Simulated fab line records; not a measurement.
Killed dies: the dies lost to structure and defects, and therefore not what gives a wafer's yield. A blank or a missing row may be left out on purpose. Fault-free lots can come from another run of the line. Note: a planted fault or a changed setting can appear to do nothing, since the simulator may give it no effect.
2 desks looking at one fault ; flow ritCmos ; every desk sees just its own numbers, and what lay behind them comes last

== FROM THE METROLOGY DESK ==
What the gauges read, lot by lot, whatever tool the lot ran on: means of the sampled wafers that have a number. Marked OUT: a lot whose mean sits more than 4 standard deviations from the usual mean, which makes it out of limits; the brackets give that distance.
Columns: A = M1_AL_RS at RIT_M1_RS_MEAS_01, usual 0.0737 ohm/sq; B = M1_AL_THK at RIT_M1_THK_MEAS_02, usual 406 nm
lot;first seen here;A;B
L441;day 3 06:46;0.0742;402
L442;day 3 12:34;0.0742;403
L443;day 3 18:50;0.0739;406
L444;day 3 23:35;0.0747;397
L446;day 4 08:00;0.0727;410
L447;day 4 13:18;0.0732;407
L449;day 4 23:01;0.0737;408
L451;day 5 08:16;0.0732;408
L455;day 6 06:05;0.0871 (+19) OUT;353 (-11) OUT
L456;day 6 12:26;0.0741;399
L460;day 7 04:44;0.0737;411
L462;day 7 16:25;0.0729;409
L463;day 8 00:34;0.0733;410
Per this desk, out of limits: L455; the first was L455, day 6 06:05 (M1_AL_RS at RIT_M1_RS_MEAS_01). L441, L442, L443, L444, L446, L447, L449, L451, L456, L460, L462, L463 stayed within limits.

== AT THE TOOL OWNER'S DESK: pvdSputter-04 ==
The tool's own readings at RIT_M1_SPUTTER_00 (material Al, target thk 400 nm, time 500 s): means of the sampled wafers that have a number, for each lot that ran on this tool. Marked OUT: a lot whose mean sits more than 4 standard deviations from the usual mean, which makes it out of limits; the brackets give that distance.
Columns: A = chamberPressurePa at RIT_M1_SPUTTER_00, usual 0.4002 Pa; B = throttleValvePct at RIT_M1_SPUTTER_00, usual 30.0 %
lot;first seen here;A;B
L442;day 3 12:16;0.4005;30.6
L447;day 4 12:58;0.4002;28.9
L449;day 4 22:44;0.3997;30.5
L451;day 5 07:56;0.3994;29.8
L455;day 6 05:47;0.3996;30.6
This desk found nothing out of limits on any of the 5 lots.

== ALL TOGETHER ==
At day 6 06:05 the metrology desk could have sounded an alarm, on L455.
Nothing out of limits was seen by the tool owner's desk.
On record at the tool owner's desk: L455, within its limits.
On pvdSputter-04, each named lot ran RIT_M1_SPUTTER_00.

== WHAT HAD BEEN PUT IN BY THE SIMULATOR ==
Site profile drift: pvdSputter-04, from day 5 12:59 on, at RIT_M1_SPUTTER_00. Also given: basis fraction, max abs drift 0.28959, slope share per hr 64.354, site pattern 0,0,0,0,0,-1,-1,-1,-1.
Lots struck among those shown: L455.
Per desk, hours elapsed from the start of the fault to the first reading out of limits: for the metrology desk, 17.
